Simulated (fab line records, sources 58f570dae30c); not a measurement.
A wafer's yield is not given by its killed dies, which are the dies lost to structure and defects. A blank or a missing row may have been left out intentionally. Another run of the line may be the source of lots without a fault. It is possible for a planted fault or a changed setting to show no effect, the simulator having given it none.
Which tool did it? :: flow berkeleyCmos170 :: 13 lots, 39 wafers sampled, at 4 steps of a route of 331

== WHAT THE GAUGES SHOWED, per wafer ==
UCB170_GATE_CD_MEAS_90: the cd target is 350 nm. Usual: cdNm 349.9 nm, standard deviation 1.3.
lot: L653
measured: day 6 22:10
on: cdSem-02
cdNm (nm): 350.2 349.6 350.4
flag: 

lot: L655
measured: day 7 20:54
on: cdSem-01
cdNm (nm): 350.1 350.3 350.9
flag: 

lot: L656
measured: day 7 20:40
on: cdSem-02
cdNm (nm): 348.5 347.8 349.3
flag: 

lot: L657
measured: day 8 16:34
on: cdSem-02
cdNm (nm): 349.8 349.2 347.9
flag: 

lot: L658
measured: day 8 16:49
on: cdSem-01
cdNm (nm): 349.0 349.5 351.2
flag: 

lot: L659
measured: day 8 16:35
on: cdSem-01
cdNm (nm): 350.7 349.0 351.0
flag: 

lot: L661
measured: day 9 09:34
on: cdSem-01
cdNm (nm): 348.5 347.9 349.7
flag: 

lot: L666
measured: day 10 04:04
on: cdSem-02
cdNm (nm): 349.1 349.6 351.9
flag: 

lot: L668
measured: day 10 16:41
on: cdSem-02
cdNm (nm): 349.3 351.5 349.9
flag: 

lot: L669
measured: day 10 16:49
on: cdSem-01
cdNm (nm): 350.2 350.7 350.3
flag: 

lot: L673
measured: day 11 10:45
on: cdSem-01
cdNm (nm): 352.3 352.0 352.9
flag: 

lot: L676
measured: day 11 15:02
on: cdSem-01
cdNm (nm): 350.1 350.3 350.3
flag: 

lot: L675
measured: day 11 14:48
on: cdSem-01
cdNm (nm): 347.6 348.9 347.4
flag: 

== TOOL THAT RAN EACH LOT (tool first, then ch and the chambers of the sampled wafers, then the start) ==
lot: L653
UCB170_PWELL_ETCH_14: rieDiel-03 ch 0,2, day 3 04:24
UCB170_PWELL_STRIP_16: plasmaAsher-03 ch 0,1, day 3 04:39
UCB170_GATE_ETCH_15: rieSi-02 ch 0,1, day 6 22:00

lot: L655
UCB170_PWELL_ETCH_14: rieDiel-04 ch 0,2,3, day 3 18:16
UCB170_PWELL_STRIP_16: plasmaAsher-04 ch 0,1, day 3 18:31
UCB170_GATE_ETCH_15: rieSi-01 ch 1,3, day 7 20:45

lot: L656
UCB170_PWELL_ETCH_14: rieDiel-02 ch 0,1,3, day 4 01:22
UCB170_PWELL_STRIP_16: plasmaAsher-02 ch 0,1, day 4 01:37
UCB170_GATE_ETCH_15: rieSi-02 ch 0,1,3, day 7 20:31

lot: L657
UCB170_PWELL_ETCH_14: rieDiel-04 ch 0,1,3, day 4 07:43
UCB170_PWELL_STRIP_16: plasmaAsher-03 ch 0,1, day 4 08:00
UCB170_GATE_ETCH_15: rieSi-02 ch 0,3, day 8 16:23

lot: L658
UCB170_PWELL_ETCH_14: rieDiel-02 ch 0,3, day 4 08:16
UCB170_PWELL_STRIP_16: plasmaAsher-04 ch 0,1, day 4 08:31
UCB170_GATE_ETCH_15: rieSi-01 ch 0,1,3, day 8 16:39

lot: L659
UCB170_PWELL_ETCH_14: rieDiel-02 ch 0,1,3, day 4 13:35
UCB170_PWELL_STRIP_16: plasmaAsher-02 ch 0,1, day 4 13:50
UCB170_GATE_ETCH_15: rieSi-01 ch 0,1,3, day 8 16:26

lot: L661
UCB170_PWELL_ETCH_14: rieDiel-04 ch 1,2,3, day 5 00:47
UCB170_PWELL_STRIP_16: plasmaAsher-04 ch 0,1, day 5 01:02
UCB170_GATE_ETCH_15: rieSi-02 ch 0,2,3, day 9 09:23

lot: L666
UCB170_PWELL_ETCH_14: rieDiel-04 ch 1,2, day 5 23:35
UCB170_PWELL_STRIP_16: plasmaAsher-04 ch 0,1, day 5 23:50
UCB170_GATE_ETCH_15: rieSi-01 ch 0,2,3, day 10 03:56

lot: L668
UCB170_PWELL_ETCH_14: rieDiel-04 ch 1,2, day 6 13:16
UCB170_PWELL_STRIP_16: plasmaAsher-04 ch 0,1, day 6 13:31
UCB170_GATE_ETCH_15: rieSi-01 ch 1,2, day 10 16:31

lot: L669
UCB170_PWELL_ETCH_14: rieDiel-02 ch 0,2, day 6 13:33
UCB170_PWELL_STRIP_16: plasmaAsher-04 ch 0,1, day 6 13:50
UCB170_GATE_ETCH_15: rieSi-02 ch 1,3, day 10 16:38

lot: L673
UCB170_PWELL_ETCH_14: rieDiel-03 ch 0,1,3, day 7 16:31
UCB170_PWELL_STRIP_16: plasmaAsher-03 ch 0,1, day 7 16:46
UCB170_GATE_ETCH_15: rieSi-01 ch 1,2, day 11 10:36

lot: L676
UCB170_PWELL_ETCH_14: rieDiel-02 ch 1,3, day 8 05:43
UCB170_PWELL_STRIP_16: plasmaAsher-03 ch 0,1, day 8 05:58
UCB170_GATE_ETCH_15: rieSi-01 ch 1,2, day 11 14:52

lot: L675
UCB170_PWELL_ETCH_14: rieDiel-04 ch 0,2,3, day 8 05:50
UCB170_PWELL_STRIP_16: plasmaAsher-04 ch 0,1, day 8 06:05
UCB170_GATE_ETCH_15: rieSi-01 ch 1,2,3, day 11 14:35
- UCB170_PWELL_ETCH_14: etches Si3N4 in CH3F/Ar/O2, stops on SiO2, target depth 242 nm, time 151 s.
- UCB170_PWELL_STRIP_16: strips in O2.
- UCB170_GATE_ETCH_15: etches poly-Si in HBr/Cl2, stops on SiO2, time 56.3 s, target depth 278.2 nm.

== WHAT THE TOOLS THEMSELVES READ (means of the sampled wafers that have a number; where no wafer has one, the mark that the record gives instead) ==
UCB170_PWELL_ETCH_14. Usual: drypumpMotorCurrentA 5.4 A, standard deviation 0.34; oesProductAu 0.942 a.u., standard deviation 0.017; rfFwdPowerW 448.1 W, standard deviation 1.6; throttleValvePct 8.07 %, standard deviation 0.13.
lot: L653
tool: rieDiel-03
drypumpMotorCurrentA (A): 5.5
oesProductAu (a.u.): 0.956
rfFwdPowerW (W): 447.4
throttleValvePct (%): 8.20
flag: 

lot: L655
tool: rieDiel-04
drypumpMotorCurrentA (A): 5.3
oesProductAu (a.u.): 0.948
rfFwdPowerW (W): 448.6
throttleValvePct (%): 8.00
flag: 

lot: L656
tool: rieDiel-02
drypumpMotorCurrentA (A): 5.4
oesProductAu (a.u.): 0.938
rfFwdPowerW (W): 448.7
throttleValvePct (%): 8.06
flag: 

lot: L657
tool: rieDiel-04
drypumpMotorCurrentA (A): 5.4
oesProductAu (a.u.): 0.950
rfFwdPowerW (W): 448.9
throttleValvePct (%): 8.05
flag: 

lot: L658
tool: rieDiel-02
drypumpMotorCurrentA (A): 5.4
oesProductAu (a.u.): 0.922
rfFwdPowerW (W): 447.6
throttleValvePct (%): 7.92
flag: 

lot: L659
tool: rieDiel-02
drypumpMotorCurrentA (A): 5.4
oesProductAu (a.u.): 0.941
rfFwdPowerW (W): 449.1
throttleValvePct (%): 8.06
flag: 

lot: L661
tool: rieDiel-04
drypumpMotorCurrentA (A): 5.2
oesProductAu (a.u.): 0.950
rfFwdPowerW (W): 448.1
throttleValvePct (%): 8.06
flag: 

lot: L666
tool: rieDiel-04
drypumpMotorCurrentA (A): 5.3
oesProductAu (a.u.): 0.939
rfFwdPowerW (W): 446.2
throttleValvePct (%): 8.09
flag: 

lot: L668
tool: rieDiel-04
drypumpMotorCurrentA (A): 5.4
oesProductAu (a.u.): 0.946
rfFwdPowerW (W): 447.0
throttleValvePct (%): 8.09
flag: 

lot: L669
tool: rieDiel-02
drypumpMotorCurrentA (A): 5.2
oesProductAu (a.u.): 0.922
rfFwdPowerW (W): 448.5
throttleValvePct (%): 8.07
flag: 

lot: L673
tool: rieDiel-03
drypumpMotorCurrentA (A): 5.9
oesProductAu (a.u.): 0.944
rfFwdPowerW (W): 449.4
throttleValvePct (%): 8.03
flag: 

lot: L676
tool: rieDiel-02
drypumpMotorCurrentA (A): 5.6
oesProductAu (a.u.): 0.942
rfFwdPowerW (W): 445.1
throttleValvePct (%): 8.10
flag: 

lot: L675
tool: rieDiel-04
drypumpMotorCurrentA (A): 5.3
oesProductAu (a.u.): 0.939
rfFwdPowerW (W): 449.4
throttleValvePct (%): 8.00
flag: 

UCB170_PWELL_STRIP_16. Usual: drypumpMotorCurrentA 5.6 A, standard deviation 0.49; oesProductAu 0.721 a.u., standard deviation 0.0044; stripTimeToEndpointS 18.03 s, standard deviation 0.083.
lot: L653
tool: plasmaAsher-03
drypumpMotorCurrentA (A): 5.6
oesProductAu (a.u.): 0.723
stripTimeToEndpointS (s): 18.01
flag: 

lot: L655
tool: plasmaAsher-04
drypumpMotorCurrentA (A): 5.7
oesProductAu (a.u.): 0.720
stripTimeToEndpointS (s): 18.02
flag: 

lot: L656
tool: plasmaAsher-02
drypumpMotorCurrentA (A): 5.9
oesProductAu (a.u.): 0.724
stripTimeToEndpointS (s): 18.02
flag: 

lot: L657
tool: plasmaAsher-03
drypumpMotorCurrentA (A): 5.2
oesProductAu (a.u.): 0.723
stripTimeToEndpointS (s): 17.94
flag: 

lot: L658
tool: plasmaAsher-04
drypumpMotorCurrentA (A): 5.7
oesProductAu (a.u.): 0.721
stripTimeToEndpointS (s): 17.94
flag: 

lot: L659
tool: plasmaAsher-02
drypumpMotorCurrentA (A): 5.8
oesProductAu (a.u.): 0.722
stripTimeToEndpointS (s): 18.05
flag: 

lot: L661
tool: plasmaAsher-04
drypumpMotorCurrentA (A): 5.3
oesProductAu (a.u.): 0.720
stripTimeToEndpointS (s): 18.05
flag: 

lot: L666
tool: plasmaAsher-04
drypumpMotorCurrentA (A): 5.4
oesProductAu (a.u.): 0.718
stripTimeToEndpointS (s): 18.08
flag: 

lot: L668
tool: plasmaAsher-04
drypumpMotorCurrentA (A): 5.3
oesProductAu (a.u.): 0.715
stripTimeToEndpointS (s): 18.07
flag: 

lot: L669
tool: plasmaAsher-04
drypumpMotorCurrentA (A): 5.3
oesProductAu (a.u.): 0.721
stripTimeToEndpointS (s): 18.00
flag: 

lot: L673
tool: plasmaAsher-03
drypumpMotorCurrentA (A): 5.6
oesProductAu (a.u.): 0.723
stripTimeToEndpointS (s): 17.98
flag: 

lot: L676
tool: plasmaAsher-03
drypumpMotorCurrentA (A): 5.2
oesProductAu (a.u.): 0.721
stripTimeToEndpointS (s): 17.98
flag: 

lot: L675
tool: plasmaAsher-04
drypumpMotorCurrentA (A): 5.7
oesProductAu (a.u.): 0.724
stripTimeToEndpointS (s): 17.96
flag: 

UCB170_GATE_ETCH_15. Usual: drypumpMotorCurrentA 5.6 A, standard deviation 0.57; oesProductAu 0.833 a.u., standard deviation 0.017; rfFwdPowerW 297.0 W, standard deviation 1.4; throttleValvePct 26.49 %, standard deviation 0.29.
lot: L653
tool: rieSi-02
drypumpMotorCurrentA (A): 5.0
oesProductAu (a.u.): 0.824
rfFwdPowerW (W): 297.4
throttleValvePct (%): 26.27
flag: 

lot: L655
tool: rieSi-01
drypumpMotorCurrentA (A): 6.1
oesProductAu (a.u.): 0.850
rfFwdPowerW (W): 295.9
throttleValvePct (%): 26.58
flag: 

lot: L656
tool: rieSi-02
drypumpMotorCurrentA (A): 5.3
oesProductAu (a.u.): 0.838
rfFwdPowerW (W): 296.4
throttleValvePct (%): 26.54
flag: 

lot: L657
tool: rieSi-02
drypumpMotorCurrentA (A): 5.2
oesProductAu (a.u.): 0.819
rfFwdPowerW (W): 296.8
throttleValvePct (%): 26.29
flag: 

lot: L658
tool: rieSi-01
drypumpMotorCurrentA (A): 5.9
oesProductAu (a.u.): 0.834
rfFwdPowerW (W): 296.8
throttleValvePct (%): 26.39
flag: 

lot: L659
tool: rieSi-01
drypumpMotorCurrentA (A): 5.9
oesProductAu (a.u.): 0.842
rfFwdPowerW (W): 297.3
throttleValvePct (%): 26.39
flag: 

lot: L661
tool: rieSi-02
drypumpMotorCurrentA (A): 5.6
oesProductAu (a.u.): 0.822
rfFwdPowerW (W): 297.8
throttleValvePct (%): 26.50
flag: 

lot: L666
tool: rieSi-01
drypumpMotorCurrentA (A): 5.4
oesProductAu (a.u.): 0.826
rfFwdPowerW (W): 297.1
throttleValvePct (%): 26.37
flag: 

lot: L668
tool: rieSi-01
drypumpMotorCurrentA (A): 5.7
oesProductAu (a.u.): 0.833
rfFwdPowerW (W): 295.8
throttleValvePct (%): 26.58
flag: 

lot: L669
tool: rieSi-02
drypumpMotorCurrentA (A): 5.6
oesProductAu (a.u.): 0.926
rfFwdPowerW (W): 295.8
throttleValvePct (%): 26.81
flag: OFF

lot: L673
tool: rieSi-01
drypumpMotorCurrentA (A): 6.2
oesProductAu (a.u.): 0.838
rfFwdPowerW (W): 296.8
throttleValvePct (%): 26.59
flag: 

lot: L676
tool: rieSi-01
drypumpMotorCurrentA (A): 6.2
oesProductAu (a.u.): 0.847
rfFwdPowerW (W): 295.7
throttleValvePct (%): 26.60
flag: 

lot: L675
tool: rieSi-01
drypumpMotorCurrentA (A): 5.7
oesProductAu (a.u.): 0.836
rfFwdPowerW (W): 297.5
throttleValvePct (%): 26.56
flag: 

== THE ANSWER, worked out from the rows above alone ==
Rule: a lot counts as off when the mean over its wafers that have a number is more than 3 standard deviations away from the usual mean. Also off: a lot with no number at a reading for which 4 or more lots have one. The other lots that the step has rows for count as sound. Order of review: gauges by route order, followed by the tools' own readings, for which a lot's mean as printed above is used. The first step at which some lot is off is used, and at that step the reading that is off furthest; a lot without a number counts as furthest.
Off: L669, at UCB170_GATE_ETCH_15 (oesProductAu).
If a tool, at that step or one of the process steps before it, ran each lot that is off and ran no sound lot following the first of them, it fits. One candidate fits, namely rieSi-02 at UCB170_GATE_ETCH_15. Its last sound lot is L661 (day 9 09:23), its first lot that is off L669 (day 10 16:38): a fault that began between those two fits.
The tool's own readings at UCB170_GATE_ETCH_15 bear it out: on the lots that are off they differ by more than 5 times the standard deviation of the sound lots' means. oesProductAu reads 0.926 a.u. there against 0.834 a.u. on the sound lots.

== WHAT HAD BEEN PUT IN BY THE SIMULATOR ==
rieSi-02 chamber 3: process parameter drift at UCB170_GATE_ETCH_15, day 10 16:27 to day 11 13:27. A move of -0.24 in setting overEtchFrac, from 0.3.
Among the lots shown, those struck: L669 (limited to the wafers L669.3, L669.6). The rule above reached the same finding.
